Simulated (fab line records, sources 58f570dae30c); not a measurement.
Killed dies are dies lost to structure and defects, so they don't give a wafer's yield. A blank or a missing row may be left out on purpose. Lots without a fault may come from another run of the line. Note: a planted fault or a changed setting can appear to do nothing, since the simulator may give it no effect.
One fault through the eyes of 2 desks | flow berkeley_cmos170 | each desk has only its own numbers; what lay behind them comes last

AT THE METROLOGY DESK
Means of the sampled wafers that have a number, per lot and without regard to the tool the lot ran on: this is what the gauges read. A lot is out of limits, marked OUT, if its mean lies more than 4 standard deviations from the usual mean; the brackets give that distance. Only the readings that lie furthest out on some lot appear, 7 of the 12 it has.
Columns: A = PSD_RS at UCB170_SDANNEAL_RS_MEAS_02, usual 75.6 ohm/sq; B = PLDD_RS at UCB170_SDANNEAL_RS_MEAS_04, usual 1032.0 ohm/sq; C = NLDD_RS at UCB170_SDANNEAL_RS_MEAS_05, usual 616.3 ohm/sq; D = SILICIDE_TI_THK at UCB170_SILICIDE_THK_MEAS_03, usual 30.5 nm; E = CONTACT_PSG_THK at UCB170_CONTACT_THK_MEAS_02, usual 702 nm; F = CONTACT_OVL at UCB170_CONTACT_OVL_MEAS_16, usual 0 nm; G = cd_nm at UCB170_CONTACT_CD_MEAS_90, usual 700.2 nm
lot  | first seen here | A    | B      | C     | D    | E   | F  | G
L885 | day 8 01:51     | 76.1 | 1027.8 | 617.8 | 30.2 | 705 | 1  | 699.5
L890 | day 9 01:53     | 75.3 | 1031.6 | 615.8 | 30.3 | 704 | 10 | 701.1
L888 | day 9 02:07     | 75.4 | 1031.4 | 617.2 | 30.1 | 712 | -2 | 700.2
L903 | day 11 23:57    | 75.7 | 1033.3 | 614.4 | 30.9 | 705 | -2 | 698.1
L901 | day 12 00:48    | 75.9 | 1035.8 | 617.0 | 30.4 | 698 | -2 | 703.1
L905 | day 13 06:21    | 75.9 | 1032.8 | 615.4 | 30.4 | 705 | 1  | 699.2
Finding of this desk: none of the 6 lots has anything out of limits.

TOOL OWNER'S DESK, rtp_anneal-02
Per lot that ran on this tool, the mean of the sampled wafers carrying a number, from the tool's own readings at UCB170_SILICIDE_RTA_04 (time 15 s). A lot is out of limits, marked OUT, if its mean lies more than 4 standard deviations from the usual mean; the brackets give that distance.
Columns: A = chamber_o2_ppm at UCB170_SILICIDE_RTA_04, usual 2.002; B = lamp_power_pct at UCB170_SILICIDE_RTA_04, usual 11.41 %; C = wafer_temp_C_max at UCB170_SILICIDE_RTA_04, usual 652.8
lot  | first seen here | A     | B     | C
L890 | day 9 02:38     | 2.001 | 11.57 | 652.7
L901 | day 12 01:32    | 2.011 | 11.62 | 652.2
L905 | day 13 07:06    | 1.986 | 11.62 | 651.6
Finding of this desk: none of the 3 lots has anything out of limits.

PUT TOGETHER
Metrology desk: nothing out of limits seen.
The tool owner's desk saw nothing out of limits.

WHAT WAS PUT IN BY THE SIMULATOR
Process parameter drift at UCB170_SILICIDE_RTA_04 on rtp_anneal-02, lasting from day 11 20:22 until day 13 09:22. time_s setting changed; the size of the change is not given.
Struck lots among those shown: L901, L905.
